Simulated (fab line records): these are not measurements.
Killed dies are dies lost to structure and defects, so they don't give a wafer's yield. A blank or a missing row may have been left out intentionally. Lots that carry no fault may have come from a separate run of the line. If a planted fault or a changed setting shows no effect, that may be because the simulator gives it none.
fab line records / flow berkeleyCmos170
[record] lots = 14 wafers = 42 lastDay = 12
route steps=331 shown GATE@138 NLDD@165 BACKSIDE@202
lots untouched by any fault: they come from a run of this same line in which no faults occurred
startH: the number of hours between the record's first day and the start of the first shown wafer of the lot / waitH: time in hours since the lot's previous step / " unchanged from the row above / L1.1+2: a single row standing in for several wafers / - either no value or no given start / * or withheld: withheld / < > ~ a bound
route shown NAME@n: names a module that has steps shown in the file, with the first one's number in the route / usual: mean/standard deviation taken from wafers without a fault / same: alike in all rows / chamber/n: place in a boat / sites: the reading at each site / _std_site: the values' standard deviation / _edge_site: inner sites' mean taken away from outer sites' mean / radiusMm: how far each site lies from the wafer's centre / mask NAME#n: copy n / behind: the tool/chamber that last shaped the wafer / hold: the reason the lot was held/the length of the hold in hours/how it ended / device: whichever transistor did not switch (one of n, p or np) / end of line: the tests these same wafers got at the end of their route / a step without rows: its recipe alone / killed: the dies lost at the first sort to structure and to defects; this is not the yield of the wafer / map: per-die view of a wafer (x killed, . not killed, _ where there is no die)
set.NAME: the run value of the setting; set.NAME@STEP: its run value at that earlier step / model.NAME: the simulator's own value behind a step, which no gauge read
route steps across a sampled set of lots; one table per step, one row per wafer
services: from which hour (startH, from the record's first day; less than 0 if before it) a tool's chamber was out of use, for how many hours, and why
[[steps]]
[step UCB170_GATE_CD_MEAS_12]
[recipe] targetCdNm = 350
[usual] cdNm = 349.9/1.4
lot.wafer=L501.1 tool=cdSem-02 chamber=- startH=132.16 waitH=- cdNm=351.5
lot.wafer=L501.3 tool=cdSem-02 chamber=- startH=132.16 waitH=- cdNm=352.0
lot.wafer=L501.6 tool=cdSem-02 chamber=- startH=132.16 waitH=- cdNm=351.0
lot.wafer=L503.2 tool=cdSem-02 chamber=- startH=142.62 waitH=- cdNm=350.0
lot.wafer=L503.3 tool=cdSem-02 chamber=- startH=142.62 waitH=- cdNm=348.7
lot.wafer=L503.6 tool=cdSem-02 chamber=- startH=142.62 waitH=- cdNm=348.7
lot.wafer=L506.1 tool=cdSem-02 chamber=- startH=149.70 waitH=- cdNm=347.5
lot.wafer=L506.2 tool=cdSem-02 chamber=- startH=149.70 waitH=- cdNm=348.2
lot.wafer=L506.5 tool=cdSem-02 chamber=- startH=149.70 waitH=- cdNm=349.2
lot.wafer=L509.1 tool=cdSem-01 chamber=- startH=156.15 waitH=- cdNm=350.4
lot.wafer=L509.3 tool=cdSem-01 chamber=- startH=156.15 waitH=- cdNm=349.7
lot.wafer=L509.6 tool=cdSem-01 chamber=- startH=156.15 waitH=- cdNm=349.4
lot.wafer=L510.4 tool=cdSem-02 chamber=- startH=156.18 waitH=- cdNm=351.5
lot.wafer=L510.5 tool=cdSem-02 chamber=- startH=156.18 waitH=- cdNm=351.8
lot.wafer=L510.6 tool=cdSem-02 chamber=- startH=156.18 waitH=- cdNm=351.9
lot.wafer=L508.1 tool=cdSem-01 chamber=- startH=156.39 waitH=- cdNm=349.9
lot.wafer=L508.3 tool=cdSem-01 chamber=- startH=156.39 waitH=- cdNm=351.0
lot.wafer=L508.6 tool=cdSem-01 chamber=- startH=156.39 waitH=- cdNm=349.6
lot.wafer=L507.1 tool=cdSem-01 chamber=- startH=156.51 waitH=- cdNm=351.8
lot.wafer=L507.2 tool=cdSem-01 chamber=- startH=156.51 waitH=- cdNm=350.9
lot.wafer=L507.3 tool=cdSem-01 chamber=- startH=156.51 waitH=- cdNm=348.7
lot.wafer=L511.2 tool=cdSem-01 chamber=- startH=179.71 waitH=- cdNm=350.7
lot.wafer=L511.4 tool=cdSem-01 chamber=- startH=179.71 waitH=- cdNm=351.7
lot.wafer=L511.5 tool=cdSem-01 chamber=- startH=179.71 waitH=- cdNm=350.5
lot.wafer=L512.4 tool=cdSem-02 chamber=- startH=180.06 waitH=- cdNm=347.4
lot.wafer=L512.5 tool=cdSem-02 chamber=- startH=180.06 waitH=- cdNm=347.9
lot.wafer=L512.6 tool=cdSem-02 chamber=- startH=180.06 waitH=- cdNm=348.6
lot.wafer=L513.3 tool=cdSem-02 chamber=- startH=185.30 waitH=- cdNm=350.9
lot.wafer=L513.5 tool=cdSem-02 chamber=- startH=185.30 waitH=- cdNm=351.8
lot.wafer=L513.6 tool=cdSem-02 chamber=- startH=185.30 waitH=- cdNm=350.0
lot.wafer=L516.3 tool=cdSem-02 chamber=- startH=205.07 waitH=- cdNm=349.8
lot.wafer=L516.4 tool=cdSem-02 chamber=- startH=205.07 waitH=- cdNm=349.9
lot.wafer=L516.6 tool=cdSem-02 chamber=- startH=205.07 waitH=- cdNm=350.4
lot.wafer=L518.3 tool=cdSem-01 chamber=- startH=213.17 waitH=- cdNm=350.0
lot.wafer=L518.5 tool=cdSem-01 chamber=- startH=213.17 waitH=- cdNm=349.4
lot.wafer=L518.6 tool=cdSem-01 chamber=- startH=213.17 waitH=- cdNm=349.6
lot.wafer=L523.1 tool=cdSem-01 chamber=- startH=240.97 waitH=- cdNm=348.6
lot.wafer=L523.5 tool=cdSem-01 chamber=- startH=240.97 waitH=- cdNm=349.0
lot.wafer=L523.6 tool=cdSem-01 chamber=- startH=240.97 waitH=- cdNm=349.6
lot.wafer=L524.1 tool=cdSem-01 chamber=- startH=245.66 waitH=- cdNm=352.1
lot.wafer=L524.2 tool=cdSem-01 chamber=- startH=245.66 waitH=- cdNm=350.4
lot.wafer=L524.4 tool=cdSem-01 chamber=- startH=245.66 waitH=- cdNm=351.4
[step UCB170_GATE_STRIP_16]
[recipe] chemistry = O2 powerW = 400 pressureMtorr = 3500 platenTempC = withheld o2FlowSccm = 400 overashFraction = 0.5
[usual] drypumpMotorCurrentA = 5.57/0.24 oesProductAu = 0.725/0.0046
lot.wafer=L501.1 tool=plasmaAsher-01 chamber=1 startH=132.40 waitH=0.0 drypumpMotorCurrentA=5.55 oesProductAu=0.730 rfHoursCounterH=42
lot.wafer=L501.3 tool=plasmaAsher-01 chamber=0 startH=132.40 waitH=0.0 drypumpMotorCurrentA=5.39 oesProductAu=0.723 rfHoursCounterH=-
lot.wafer=L501.6 tool=plasmaAsher-01 chamber=0 startH=132.40 waitH=0.0 drypumpMotorCurrentA=5.40 oesProductAu=0.721 rfHoursCounterH=-
lot.wafer=L503.2 tool=plasmaAsher-01 chamber=0 startH=142.84 waitH=0.0 drypumpMotorCurrentA=5.42 oesProductAu=0.730 rfHoursCounterH=43
lot.wafer=L503.3 tool=plasmaAsher-01 chamber=0 startH=142.84 waitH=0.0 drypumpMotorCurrentA=5.39 oesProductAu=0.714 rfHoursCounterH=-
lot.wafer=L503.6 tool=plasmaAsher-01 chamber=1 startH=142.84 waitH=0.0 drypumpMotorCurrentA=5.53 oesProductAu=0.722 rfHoursCounterH=-
lot.wafer=L506.1 tool=plasmaAsher-03 chamber=0 startH=149.94 waitH=0.0 drypumpMotorCurrentA=5.68 oesProductAu=0.718 rfHoursCounterH=38
lot.wafer=L506.2 tool=plasmaAsher-03 chamber=1 startH=149.94 waitH=0.0 drypumpMotorCurrentA=6.21 oesProductAu=0.720 rfHoursCounterH=38
lot.wafer=L506.5 tool=plasmaAsher-03 chamber=0 startH=149.94 waitH=0.0 drypumpMotorCurrentA=5.68 oesProductAu=0.720 rfHoursCounterH=-
lot.wafer=L510.4 tool=plasmaAsher-04 chamber=0 startH=156.40 waitH=0.1 drypumpMotorCurrentA=5.36 oesProductAu=0.726 rfHoursCounterH=-
lot.wafer=L510.5 tool=plasmaAsher-04 chamber=0 startH=156.40 waitH=0.1 drypumpMotorCurrentA=5.36 oesProductAu=0.721 rfHoursCounterH=-
lot.wafer=L510.6 tool=plasmaAsher-04 chamber=1 startH=156.40 waitH=0.1 drypumpMotorCurrentA=5.60 oesProductAu=0.724 rfHoursCounterH=-
lot.wafer=L509.1 tool=plasmaAsher-03 chamber=1 startH=156.40 waitH=0.0 drypumpMotorCurrentA=6.22 oesProductAu=0.734 rfHoursCounterH=38
lot.wafer=L509.3 tool=plasmaAsher-03 chamber=0 startH=156.40 waitH=0.0 drypumpMotorCurrentA=5.67 oesProductAu=0.730 rfHoursCounterH=-
lot.wafer=L509.6 tool=plasmaAsher-03 chamber=0 startH=156.40 waitH=0.0 drypumpMotorCurrentA=5.68 oesProductAu=0.728 rfHoursCounterH=-
lot.wafer=L508.1 tool=plasmaAsher-04 chamber=1 startH=156.64 waitH=0.0 drypumpMotorCurrentA=5.60 oesProductAu=0.718 rfHoursCounterH=5
lot.wafer=L508.3 tool=plasmaAsher-04 chamber=1 startH=156.64 waitH=0.0 drypumpMotorCurrentA=5.58 oesProductAu=0.720 rfHoursCounterH=-
lot.wafer=L508.6 tool=plasmaAsher-04 chamber=1 startH=156.64 waitH=0.0 drypumpMotorCurrentA=5.58 oesProductAu=0.712 rfHoursCounterH=-
lot.wafer=L507.1 tool=plasmaAsher-04 chamber=1 startH=156.76 waitH=0.0 drypumpMotorCurrentA=5.59 oesProductAu=0.730 rfHoursCounterH=5
lot.wafer=L507.2 tool=plasmaAsher-04 chamber=0 startH=156.76 waitH=0.0 drypumpMotorCurrentA=5.35 oesProductAu=0.725 rfHoursCounterH=5
lot.wafer=L507.3 tool=plasmaAsher-04 chamber=1 startH=156.76 waitH=0.0 drypumpMotorCurrentA=5.60 oesProductAu=0.726 rfHoursCounterH=-
lot.wafer=L511.2 tool=plasmaAsher-04 chamber=0 startH=179.93 waitH=0.0 drypumpMotorCurrentA=5.36 oesProductAu=0.730 rfHoursCounterH=8
lot.wafer=L511.4 tool=plasmaAsher-04 chamber=1 startH=179.93 waitH=0.0 drypumpMotorCurrentA=5.57 oesProductAu=0.732 rfHoursCounterH=-
lot.wafer=L511.5 tool=plasmaAsher-04 chamber=0 startH=179.93 waitH=0.0 drypumpMotorCurrentA=5.37 oesProductAu=0.731 rfHoursCounterH=-
lot.wafer=L512.4 tool=plasmaAsher-01 chamber=0 startH=180.28 waitH=0.1 drypumpMotorCurrentA=5.40 oesProductAu=0.726 rfHoursCounterH=-
lot.wafer=L512.5 tool=plasmaAsher-01 chamber=0 startH=180.28 waitH=0.1 drypumpMotorCurrentA=5.41 oesProductAu=0.722 rfHoursCounterH=-
lot.wafer=L512.6 tool=plasmaAsher-01 chamber=1 startH=180.28 waitH=0.1 drypumpMotorCurrentA=5.53 oesProductAu=0.723 rfHoursCounterH=-
lot.wafer=L513.3 tool=plasmaAsher-03 chamber=1 startH=185.54 waitH=0.1 drypumpMotorCurrentA=6.22 oesProductAu=0.729 rfHoursCounterH=-
lot.wafer=L513.5 tool=plasmaAsher-03 chamber=0 startH=185.54 waitH=0.1 drypumpMotorCurrentA=5.69 oesProductAu=0.726 rfHoursCounterH=-
lot.wafer=L513.6 tool=plasmaAsher-03 chamber=1 startH=185.54 waitH=0.1 drypumpMotorCurrentA=6.23 oesProductAu=0.724 rfHoursCounterH=-
lot.wafer=L516.3 tool=plasmaAsher-04 chamber=1 startH=205.31 waitH=0.1 drypumpMotorCurrentA=5.57 oesProductAu=0.735 rfHoursCounterH=-
lot.wafer=L516.4 tool=plasmaAsher-04 chamber=0 startH=205.31 waitH=0.1 drypumpMotorCurrentA=5.34 oesProductAu=0.725 rfHoursCounterH=-
lot.wafer=L516.6 tool=plasmaAsher-04 chamber=0 startH=205.31 waitH=0.1 drypumpMotorCurrentA=5.35 oesProductAu=0.730 rfHoursCounterH=-
lot.wafer=L518.3 tool=plasmaAsher-04 chamber=0 startH=213.41 waitH=0.1 drypumpMotorCurrentA=5.33 oesProductAu=0.723 rfHoursCounterH=-
lot.wafer=L518.5 tool=plasmaAsher-04 chamber=1 startH=213.41 waitH=0.1 drypumpMotorCurrentA=5.56 oesProductAu=0.728 rfHoursCounterH=-
lot.wafer=L518.6 tool=plasmaAsher-04 chamber=0 startH=213.41 waitH=0.1 drypumpMotorCurrentA=5.36 oesProductAu=0.724 rfHoursCounterH=-
lot.wafer=L523.1 tool=plasmaAsher-01 chamber=1 startH=241.21 waitH=0.0 drypumpMotorCurrentA=5.54 oesProductAu=0.722 rfHoursCounterH=53
lot.wafer=L523.5 tool=plasmaAsher-01 chamber=1 startH=241.21 waitH=0.0 drypumpMotorCurrentA=5.57 oesProductAu=0.735 rfHoursCounterH=-
lot.wafer=L523.6 tool=plasmaAsher-01 chamber=0 startH=241.21 waitH=0.0 drypumpMotorCurrentA=5.39 oesProductAu=0.731 rfHoursCounterH=-
lot.wafer=L524.1 tool=plasmaAsher-01 chamber=1 startH=245.90 waitH=0.0 drypumpMotorCurrentA=5.57 oesProductAu=0.723 rfHoursCounterH=54
lot.wafer=L524.2 tool=plasmaAsher-01 chamber=0 startH=245.90 waitH=0.0 drypumpMotorCurrentA=5.41 oesProductAu=0.719 rfHoursCounterH=54
lot.wafer=L524.4 tool=plasmaAsher-01 chamber=1 startH=245.90 waitH=0.0 drypumpMotorCurrentA=5.54 oesProductAu=0.732 rfHoursCounterH=-
[step UCB170_NLDD_OVL_MEAS_07]
[usual] NLDD_OVL = 5/5
lot.wafer=L501.1 tool=overlay-02 chamber=- startH=136.75 waitH=0.1 NLDD_OVL[nm]=3
lot.wafer=L501.3 tool=overlay-02 chamber=- startH=136.75 waitH=0.1 NLDD_OVL[nm]=1
lot.wafer=L501.6 tool=overlay-02 chamber=- startH=136.75 waitH=0.1 NLDD_OVL[nm]=-3
lot.wafer=L503.2 tool=overlay-01 chamber=- startH=146.57 waitH=0.1 NLDD_OVL[nm]=5
lot.wafer=L503.3 tool=overlay-01 chamber=- startH=146.57 waitH=0.1 NLDD_OVL[nm]=4
lot.wafer=L503.6 tool=overlay-01 chamber=- startH=146.57 waitH=0.1 NLDD_OVL[nm]=12
lot.wafer=L506.1 tool=overlay-02 chamber=- startH=153.45 waitH=0.1 NLDD_OVL[nm]=1
lot.wafer=L506.2 tool=overlay-02 chamber=- startH=153.45 waitH=0.1 NLDD_OVL[nm]=-2
lot.wafer=L506.5 tool=overlay-02 chamber=- startH=153.45 waitH=0.1 NLDD_OVL[nm]=-1
lot.wafer=L510.4 tool=overlay-01 chamber=- startH=160.14 waitH=0.1 NLDD_OVL[nm]=-1
lot.wafer=L510.5 tool=overlay-01 chamber=- startH=160.14 waitH=0.1 NLDD_OVL[nm]=-3
lot.wafer=L510.6 tool=overlay-01 chamber=- startH=160.14 waitH=0.1 NLDD_OVL[nm]=0
lot.wafer=L508.1 tool=overlay-02 chamber=- startH=160.94 waitH=0.1 NLDD_OVL[nm]=5
lot.wafer=L508.3 tool=overlay-02 chamber=- startH=160.94 waitH=0.1 NLDD_OVL[nm]=2
lot.wafer=L508.6 tool=overlay-02 chamber=- startH=160.94 waitH=0.1 NLDD_OVL[nm]=10
lot.wafer=L509.1 tool=overlay-01 chamber=- startH=161.18 waitH=0.1 NLDD_OVL[nm]=7
lot.wafer=L509.3 tool=overlay-01 chamber=- startH=161.18 waitH=0.1 NLDD_OVL[nm]=7
lot.wafer=L509.6 tool=overlay-01 chamber=- startH=161.18 waitH=0.1 NLDD_OVL[nm]=11
lot.wafer=L507.1 tool=overlay-01 chamber=- startH=161.30 waitH=0.1 NLDD_OVL[nm]=9
lot.wafer=L507.2 tool=overlay-01 chamber=- startH=161.30 waitH=0.1 NLDD_OVL[nm]=10
lot.wafer=L507.3 tool=overlay-01 chamber=- startH=161.30 waitH=0.1 NLDD_OVL[nm]=10
lot.wafer=L511.2 tool=overlay-01 chamber=- startH=184.39 waitH=0.1 NLDD_OVL[nm]=0
lot.wafer=L511.4 tool=overlay-01 chamber=- startH=184.39 waitH=0.1 NLDD_OVL[nm]=1
lot.wafer=L511.5 tool=overlay-01 chamber=- startH=184.39 waitH=0.1 NLDD_OVL[nm]=0
lot.wafer=L512.4 tool=overlay-02 chamber=- startH=184.75 waitH=0.1 NLDD_OVL[nm]=4
lot.wafer=L512.5 tool=overlay-02 chamber=- startH=184.75 waitH=0.1 NLDD_OVL[nm]=5
lot.wafer=L512.6 tool=overlay-02 chamber=- startH=184.75 waitH=0.1 NLDD_OVL[nm]=14
lot.wafer=L513.3 tool=overlay-02 chamber=- startH=188.64 waitH=0.1 NLDD_OVL[nm]=-1
lot.wafer=L513.5 tool=overlay-02 chamber=- startH=188.64 waitH=0.1 NLDD_OVL[nm]=7
lot.wafer=L513.6 tool=overlay-02 chamber=- startH=188.64 waitH=0.1 NLDD_OVL[nm]=4
lot.wafer=L516.3 tool=overlay-02 chamber=- startH=209.50 waitH=0.1 NLDD_OVL[nm]=8
lot.wafer=L516.4 tool=overlay-02 chamber=- startH=209.50 waitH=0.1 NLDD_OVL[nm]=5
lot.wafer=L516.6 tool=overlay-02 chamber=- startH=209.50 waitH=0.1 NLDD_OVL[nm]=4
lot.wafer=L518.3 tool=overlay-01 chamber=- startH=220.84 waitH=0.1 NLDD_OVL[nm]=5
lot.wafer=L518.5 tool=overlay-01 chamber=- startH=220.84 waitH=0.1 NLDD_OVL[nm]=5
lot.wafer=L518.6 tool=overlay-01 chamber=- startH=220.84 waitH=0.1 NLDD_OVL[nm]=4
lot.wafer=L523.1 tool=overlay-01 chamber=- startH=246.35 waitH=0.1 NLDD_OVL[nm]=1
lot.wafer=L523.5 tool=overlay-01 chamber=- startH=246.35 waitH=0.1 NLDD_OVL[nm]=10
lot.wafer=L523.6 tool=overlay-01 chamber=- startH=246.35 waitH=0.1 NLDD_OVL[nm]=7
lot.wafer=L524.1 tool=overlay-02 chamber=- startH=249.47 waitH=0.1 NLDD_OVL[nm]=9
lot.wafer=L524.2 tool=overlay-02 chamber=- startH=249.47 waitH=0.1 NLDD_OVL[nm]=9
lot.wafer=L524.4 tool=overlay-02 chamber=- startH=249.47 waitH=0.1 NLDD_OVL[nm]=7
[step UCB170_BACKSIDE_STRIP_03]
[recipe] chemistry = O2 powerW = 400 pressureMtorr = 3500 platenTempC = withheld o2FlowSccm = 400 overashFraction = 0.5
[usual] drypumpMotorCurrentA = 5.49/0.1 oesProductAu = 0.735/0.0045 stripTimeToEndpointS = 21.99/0.07
lot.wafer=L501.1 tool=plasmaAsher-02 chamber=1 startH=146.85 waitH=0.1 drypumpMotorCurrentA=5.49 oesProductAu=0.733 rfHoursCounterH=43 stripTimeToEndpointS=21.98
lot.wafer=L501.3 tool=plasmaAsher-02 chamber=1 startH=146.85 waitH=0.1 drypumpMotorCurrentA=5.47 oesProductAu=0.731 rfHoursCounterH=- stripTimeToEndpointS=21.97
lot.wafer=L501.6 tool=plasmaAsher-02 chamber=1 startH=146.85 waitH=0.1 drypumpMotorCurrentA=5.46 oesProductAu=0.737 rfHoursCounterH=- stripTimeToEndpointS=21.99
lot.wafer=L503.2 tool=plasmaAsher-01 chamber=0 startH=157.52 waitH=0.1 drypumpMotorCurrentA=5.36 oesProductAu=0.737 rfHoursCounterH=45 stripTimeToEndpointS=22.07
lot.wafer=L503.3 tool=plasmaAsher-01 chamber=0 startH=157.52 waitH=0.1 drypumpMotorCurrentA=5.39 oesProductAu=0.728 rfHoursCounterH=- stripTimeToEndpointS=22.05
lot.wafer=L503.6 tool=plasmaAsher-01 chamber=1 startH=157.52 waitH=0.1 drypumpMotorCurrentA=5.56 oesProductAu=0.739 rfHoursCounterH=- stripTimeToEndpointS=22.02
lot.wafer=L506.1 tool=plasmaAsher-01 chamber=1 startH=163.43 waitH=0.1 drypumpMotorCurrentA=5.54 oesProductAu=0.727 rfHoursCounterH=45 stripTimeToEndpointS=21.94
lot.wafer=L506.2 tool=plasmaAsher-01 chamber=0 startH=163.43 waitH=0.1 drypumpMotorCurrentA=5.39 oesProductAu=0.725 rfHoursCounterH=45 stripTimeToEndpointS=22.05
lot.wafer=L506.5 tool=plasmaAsher-01 chamber=1 startH=163.43 waitH=0.1 drypumpMotorCurrentA=5.55 oesProductAu=0.731 rfHoursCounterH=- stripTimeToEndpointS=22.03
lot.wafer=L507.1 tool=plasmaAsher-04 chamber=0 startH=171.62 waitH=0.1 drypumpMotorCurrentA=5.34 oesProductAu=0.729 rfHoursCounterH=7 stripTimeToEndpointS=22.08
lot.wafer=L507.2 tool=plasmaAsher-04 chamber=1 startH=171.62 waitH=0.1 drypumpMotorCurrentA=5.57 oesProductAu=0.741 rfHoursCounterH=7 stripTimeToEndpointS=22.10
lot.wafer=L507.3 tool=plasmaAsher-04 chamber=0 startH=171.62 waitH=0.1 drypumpMotorCurrentA=5.35 oesProductAu=0.740 rfHoursCounterH=- stripTimeToEndpointS=22.09
lot.wafer=L508.1 tool=plasmaAsher-01 chamber=0 startH=171.71 waitH=0.1 drypumpMotorCurrentA=5.40 oesProductAu=0.734 rfHoursCounterH=46 stripTimeToEndpointS=21.97
lot.wafer=L508.3 tool=plasmaAsher-01 chamber=1 startH=171.71 waitH=0.1 drypumpMotorCurrentA=5.53 oesProductAu=0.743 rfHoursCounterH=- stripTimeToEndpointS=21.97
lot.wafer=L508.6 tool=plasmaAsher-01 chamber=0 startH=171.71 waitH=0.1 drypumpMotorCurrentA=5.39 oesProductAu=0.735 rfHoursCounterH=- stripTimeToEndpointS=21.95
lot.wafer=L509.1 tool=plasmaAsher-02 chamber=1 startH=172.13 waitH=0.1 drypumpMotorCurrentA=5.47 oesProductAu=0.740 rfHoursCounterH=46 stripTimeToEndpointS=21.97
lot.wafer=L509.3 tool=plasmaAsher-02 chamber=0 startH=172.13 waitH=0.1 drypumpMotorCurrentA=5.61 oesProductAu=0.738 rfHoursCounterH=- stripTimeToEndpointS=21.96
lot.wafer=L509.6 tool=plasmaAsher-02 chamber=1 startH=172.13 waitH=0.1 drypumpMotorCurrentA=5.47 oesProductAu=0.737 rfHoursCounterH=- stripTimeToEndpointS=21.97
lot.wafer=L510.4 tool=plasmaAsher-04 chamber=1 startH=172.19 waitH=0.1 drypumpMotorCurrentA=5.57 oesProductAu=0.735 rfHoursCounterH=- stripTimeToEndpointS=21.98
lot.wafer=L510.5 tool=plasmaAsher-04 chamber=1 startH=172.19 waitH=0.1 drypumpMotorCurrentA=5.58 oesProductAu=0.732 rfHoursCounterH=- stripTimeToEndpointS=21.97
lot.wafer=L510.6 tool=plasmaAsher-04 chamber=0 startH=172.19 waitH=0.1 drypumpMotorCurrentA=5.36 oesProductAu=0.737 rfHoursCounterH=- stripTimeToEndpointS=21.96
lot.wafer=L512.4 tool=plasmaAsher-01 chamber=0 startH=194.19 waitH=0.1 drypumpMotorCurrentA=5.40 oesProductAu=0.731 rfHoursCounterH=- stripTimeToEndpointS=21.88
lot.wafer=L512.5 tool=plasmaAsher-01 chamber=0 startH=194.19 waitH=0.1 drypumpMotorCurrentA=5.40 oesProductAu=0.729 rfHoursCounterH=- stripTimeToEndpointS=21.88
lot.wafer=L512.6 tool=plasmaAsher-01 chamber=1 startH=194.19 waitH=0.1 drypumpMotorCurrentA=5.52 oesProductAu=0.737 rfHoursCounterH=- stripTimeToEndpointS=21.97
lot.wafer=L511.2 tool=plasmaAsher-02 chamber=0 startH=194.49 waitH=0.1 drypumpMotorCurrentA=5.63 oesProductAu=0.739 rfHoursCounterH=49 stripTimeToEndpointS=22.09
lot.wafer=L511.4 tool=plasmaAsher-02 chamber=0 startH=194.49 waitH=0.1 drypumpMotorCurrentA=5.62 oesProductAu=0.733 rfHoursCounterH=- stripTimeToEndpointS=22.01
lot.wafer=L511.5 tool=plasmaAsher-02 chamber=1 startH=194.49 waitH=0.1 drypumpMotorCurrentA=5.46 oesProductAu=0.729 rfHoursCounterH=- stripTimeToEndpointS=22.01
lot.wafer=L513.3 tool=plasmaAsher-04 chamber=0 startH=201.17 waitH=0.1 drypumpMotorCurrentA=5.35 oesProductAu=0.737 rfHoursCounterH=- stripTimeToEndpointS=21.90
lot.wafer=L513.5 tool=plasmaAsher-04 chamber=1 startH=201.17 waitH=0.1 drypumpMotorCurrentA=5.60 oesProductAu=0.735 rfHoursCounterH=- stripTimeToEndpointS=21.88
lot.wafer=L513.6 tool=plasmaAsher-04 chamber=0 startH=201.17 waitH=0.1 drypumpMotorCurrentA=5.35 oesProductAu=0.730 rfHoursCounterH=- stripTimeToEndpointS=21.90
lot.wafer=L516.3 tool=plasmaAsher-02 chamber=0 startH=221.64 waitH=0.1 drypumpMotorCurrentA=5.62 oesProductAu=0.020 rfHoursCounterH=- stripTimeToEndpointS=44.19
lot.wafer=L516.4 tool=plasmaAsher-02 chamber=1 startH=221.64 waitH=0.1 drypumpMotorCurrentA=5.46 oesProductAu=0.020 rfHoursCounterH=- stripTimeToEndpointS=44.19
lot.wafer=L516.6 tool=plasmaAsher-02 chamber=0 startH=221.64 waitH=0.1 drypumpMotorCurrentA=5.61 oesProductAu=0.020 rfHoursCounterH=- stripTimeToEndpointS=44.03
lot.wafer=L518.3 tool=plasmaAsher-02 chamber=1 startH=231.60 waitH=0.1 drypumpMotorCurrentA=5.46 oesProductAu=0.020 rfHoursCounterH=- stripTimeToEndpointS=43.85
lot.wafer=L518.5 tool=plasmaAsher-02 chamber=0 startH=231.60 waitH=0.1 drypumpMotorCurrentA=5.60 oesProductAu=0.020 rfHoursCounterH=- stripTimeToEndpointS=43.87
lot.wafer=L518.6 tool=plasmaAsher-02 chamber=1 startH=231.60 waitH=0.1 drypumpMotorCurrentA=5.46 oesProductAu=0.020 rfHoursCounterH=- stripTimeToEndpointS=43.80
lot.wafer=L523.1 tool=plasmaAsher-01 chamber=1 startH=256.04 waitH=0.1 drypumpMotorCurrentA=5.56 oesProductAu=0.738 rfHoursCounterH=55 stripTimeToEndpointS=21.99
lot.wafer=L523.5 tool=plasmaAsher-01 chamber=0 startH=256.04 waitH=0.1 drypumpMotorCurrentA=5.37 oesProductAu=0.740 rfHoursCounterH=- stripTimeToEndpointS=22.06
lot.wafer=L523.6 tool=plasmaAsher-01 chamber=1 startH=256.04 waitH=0.1 drypumpMotorCurrentA=5.53 oesProductAu=0.736 rfHoursCounterH=- stripTimeToEndpointS=22.06
lot.wafer=L524.1 tool=plasmaAsher-04 chamber=1 startH=260.64 waitH=0.1 drypumpMotorCurrentA=5.58 oesProductAu=0.732 rfHoursCounterH=17 stripTimeToEndpointS=21.99
lot.wafer=L524.2 tool=plasmaAsher-04 chamber=0 startH=260.64 waitH=0.1 drypumpMotorCurrentA=5.35 oesProductAu=0.741 rfHoursCounterH=17 stripTimeToEndpointS=22.02
lot.wafer=L524.4 tool=plasmaAsher-04 chamber=1 startH=260.64 waitH=0.1 drypumpMotorCurrentA=5.59 oesProductAu=0.731 rfHoursCounterH=- stripTimeToEndpointS=21.93
[[services]]
tool=plasmaAsher-04 chamber=- startH=108.75 hours=9.0 kind=pm
tool=plasmaAsher-04 chamber=0 startH=108.75 hours=9.0 kind=ventCycle
tool=plasmaAsher-04 chamber=1 startH=108.75 hours=9.0 kind=ventCycle
tool=plasmaAsher-04 chamber=0 startH=117.75 hours=- kind=clean
tool=plasmaAsher-04 chamber=1 startH=117.75 hours=- kind=clean
tool=plasmaAsher-04 chamber=- startH=121.34 hours=0.4 kind=repair
tool=plasmaAsher-01 chamber=- startH=154.59 hours=2.8 kind=pm
tool=plasmaAsher-03 chamber=- startH=177.32 hours=1.8 kind=repair
[[key]]
[firstSign] step = UCB170_BACKSIDE_STRIP_03 reading = stripTimeToEndpointS direction = up sigmas = 99+ usual = * struck = *
[effect] step = UCB170_BACKSIDE_STRIP_03 reading = oesProductAu direction = down sigmas = 99+ usual = 0.735 struck = 0.020
metAt UCB170_BACKSIDE_STRIP_03
struckLots L516,L518
laterRowsLeftOut L516.3,L516.4,L516.6,L518.3,L518.5,L518.6
sortLeftOut L516.3,L516.4,L516.6,L518.3,L518.5,L518.6
testerLeftOut L516,L518
notActingAt UCB170_GATE_CD_MEAS_12,UCB170_GATE_STRIP_16,UCB170_NLDD_OVL_MEAS_07
onsetBetween 194.49 221.64
[fault] kind = processParameterDrift tool = plasmaAsher-02 chamber = - onsetH = 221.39 steps = UCB170_BACKSIDE_STRIP_03 channel = powerW offset = -142.1 shape = step endH = 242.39 actsIn = theseRecipesOnly stated = 400
// testerLeftOut: of these lots the tester's yield and bins aren't shown, on N5 and GAA mostly nor the transistor test; their killed dies are dies lost to structure and defects alone, not to doping, threshold or leakage, so they don't give the yield
// sortLeftOut: the simulated sort isn't trusted on such a fault, so these wafers' sort isn't shown, and their yield isn't known
// laterRowsLeftOut: the simulator's readings of these wafers behind a module that went badly wrong aren't trusted and aren't shown, but for the sort
